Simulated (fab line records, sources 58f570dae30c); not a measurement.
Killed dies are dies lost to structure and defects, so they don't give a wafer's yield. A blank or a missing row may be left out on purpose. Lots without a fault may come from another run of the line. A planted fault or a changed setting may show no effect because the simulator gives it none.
Problem report in the 8D (eight disciplines) form, filled by code | flow berkeley_cmos170 | the parts of the form that need people (team, actions taken, sign-off) are left out

1. THE PROBLEM
V1_OVL at UCB170_V1_OVL_MEAS_13 reads a mean of 183 nm on 9 wafers of 3 lots; wafers without a fault read 3 nm with a standard deviation of 4.5. That is +40 standard deviations from the usual mean.
First seen on wafer L168.4, day 8 23:37, on overlay-01. The record holds 42 wafers of 14 lots with a number at this step. Rule for "out", or "out of limits": more than 4 standard deviations from the usual mean. The other wafers with a number count as sound.

2. WHAT IT IS AND WHAT IT IS NOT
question                    | is                     | is not
which readings at this step | V1_OVL                 | -
which lots                  | L168, L174, L175       | L167, L169, L170, L179, L180, L181, L183, L186, L187, L188, L189
which wafers of those lots  | all that have a number | -
read on which gauges        | overlay-01             | overlay-02
when                        | from day 8 23:37       | up to then (9 sound wafers); but 24 sound wafers of L179, L180, L181, L183, L186, L187, L188, L189 came after

3. SUSPECTS, AND WHAT RULES EACH OUT
Counting: a tool at a process step up to the reading stays a suspect if it ran every lot that is out and no sound lot after the first of them.
- the gauge at UCB170_V1_OVL_MEAS_13: kept. All the wafers that are out were read on overlay-01, and no step on other tools shows them out.
- krf_scanner-01 at UCB170_V1_EXPOSE_09 (exposes mask VIA1, target cd 700 nm): kept. It ran every lot that is out, first L168 (day 8 22:53), and no sound lot after that; its last sound lot up to then is L167 (day 7 23:52).
Left after counting: krf_scanner-01 at UCB170_V1_EXPOSE_09, overlay-01 at UCB170_V1_OVL_MEAS_13.

4. THE CAUSE (what the simulator had put in)
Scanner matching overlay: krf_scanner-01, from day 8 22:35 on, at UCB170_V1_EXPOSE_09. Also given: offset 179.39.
Counting left 2 suspects, and this tool is among them.

5. THE CHAIN OF EFFECTS, in route order
Each row: a reading whose mean over the struck wafers that have a number lies more than 3 standard deviations from the usual. Only readings for which the record gives a usual standard deviation are gone through. hours: the time from each lot's start at the first step in this table that gives one to its start at this step, as a median over the lots. sigmas: the change in usual standard deviations.
hours | step                  | reading | usual | on struck wafers | change | sigmas
0     | UCB170_V1_OVL_MEAS_13 | V1_OVL  | 3 nm  | 183              | +180   | +40

6. WHAT WOULD HAVE CAUGHT IT SOONER
In this record the first reading out of limits at a measuring or inspecting step was taken at day 8 23:37, 1 hour after the fault began at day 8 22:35.
Of the tool readings at UCB170_V1_EXPOSE_09 for which the record gives a usual standard deviation, none was out on any struck wafer, so an alarm limit of 4 standard deviations on them would not have fired.
Of the lots that are out (3), L174, L175 began UCB170_V1_EXPOSE_09 on krf_scanner-01 after day 8 23:37. A hold on the tool at that time would have spared those 2.
